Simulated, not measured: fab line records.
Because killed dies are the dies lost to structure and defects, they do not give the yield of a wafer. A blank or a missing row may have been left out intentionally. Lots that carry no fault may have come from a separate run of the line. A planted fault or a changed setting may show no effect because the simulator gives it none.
Which tool did it? :: flow rit-cmos :: Sampling: 7 lots, 21 wafers, 3 of 202 route steps

WHAT THE GAUGES SHOWED, per wafer
RIT_REOX_THK_MEAS_04.
lot: L775
measured: day 3 01:37
on: film-metro-04
REOX_OXIDE_THK (nm): 24.7 25.0 25.2

lot: L777
measured: day 3 08:23
on: film-metro-03
REOX_OXIDE_THK (nm): 24.5 24.6 24.8

lot: L779
measured: day 3 19:37
on: film-metro-02
REOX_OXIDE_THK (nm): 25.1 25.0 24.3

lot: L781
measured: day 4 02:43
on: film-metro-03
REOX_OXIDE_THK (nm): 27.9 28.3 28.1

lot: L783
measured: day 4 15:13
on: film-metro-03
REOX_OXIDE_THK (nm): 25.5 24.8 24.9

lot: L790
measured: day 6 00:08
on: film-metro-03
REOX_OXIDE_THK (nm): 25.3 24.7 25.0

lot: L795
measured: day 7 00:44
on: film-metro-02
REOX_OXIDE_THK (nm): 25.0 24.9 24.9

WHICH TOOL RAN EACH LOT (tool, then ch and the chambers of the sampled wafers, then the start)
lot: L775
RIT_NRETRO_STRIP_09: plasma-asher-01 ch 0,1, day 2 14:46
RIT_REOX_OXIDATION_03: furnace-02 ch 0, day 2 23:03

lot: L777
RIT_NRETRO_STRIP_09: plasma-asher-02 ch 0,1, day 2 20:55
RIT_REOX_OXIDATION_03: furnace-03 ch 0, day 3 05:49

lot: L779
RIT_NRETRO_STRIP_09: plasma-asher-03 ch 0,1, day 3 07:44
RIT_REOX_OXIDATION_03: furnace-04 ch 0, day 3 17:02

lot: L781
RIT_NRETRO_STRIP_09: plasma-asher-01 ch 0,1, day 3 16:07
RIT_REOX_OXIDATION_03: furnace-04 ch 0, day 4 00:10

lot: L783
RIT_NRETRO_STRIP_09: plasma-asher-03 ch 0,1, day 4 03:17
RIT_REOX_OXIDATION_03: furnace-02 ch 0, day 4 12:40

lot: L790
RIT_NRETRO_STRIP_09: plasma-asher-02 ch 0,1, day 5 14:19
RIT_REOX_OXIDATION_03: furnace-02 ch 0, day 5 21:35

lot: L795
RIT_NRETRO_STRIP_09: plasma-asher-02 ch 0, day 6 14:31
RIT_REOX_OXIDATION_03: furnace-02 ch 0, day 6 22:10
- RIT_NRETRO_STRIP_09: strips in O2, time 180 s.
- RIT_REOX_OXIDATION_03: target thk 25.2 nm, ox time 5580 s.

THE ANSWER, worked out from the rows above alone
Rule: the lots themselves supply what counts as usual. Put in order of their means at a reading, lots are off if they are a third of the lots or fewer, leave a main group of 4 or more, and stand apart from it by a gap of 3 or more times the standard deviation of the main group's means; of several such gaps the widest counts. A main group is skipped when, at the precision printed for the reading in the tables above, its means are all equal. Also off: a lot with no number at a reading for which 4 or more lots have one. The other lots that the step has rows for count as sound.
Off: at RIT_REOX_THK_MEAS_04 (REOX_OXIDE_THK), L781. Main group: mean 24.9 nm, sd 0.14.
A tool fits if, at a process step before that reading, it ran every lot that is off, and no sound lot after the first of them. Those tools and the gauges at RIT_REOX_THK_MEAS_04 are tried in the same way. 2 tools fit, plasma-asher-01 at RIT_NRETRO_STRIP_09 and furnace-04 at RIT_REOX_OXIDATION_03, so this cannot tell which one it is.

WHAT HAD BEEN PUT IN BY THE SIMULATOR
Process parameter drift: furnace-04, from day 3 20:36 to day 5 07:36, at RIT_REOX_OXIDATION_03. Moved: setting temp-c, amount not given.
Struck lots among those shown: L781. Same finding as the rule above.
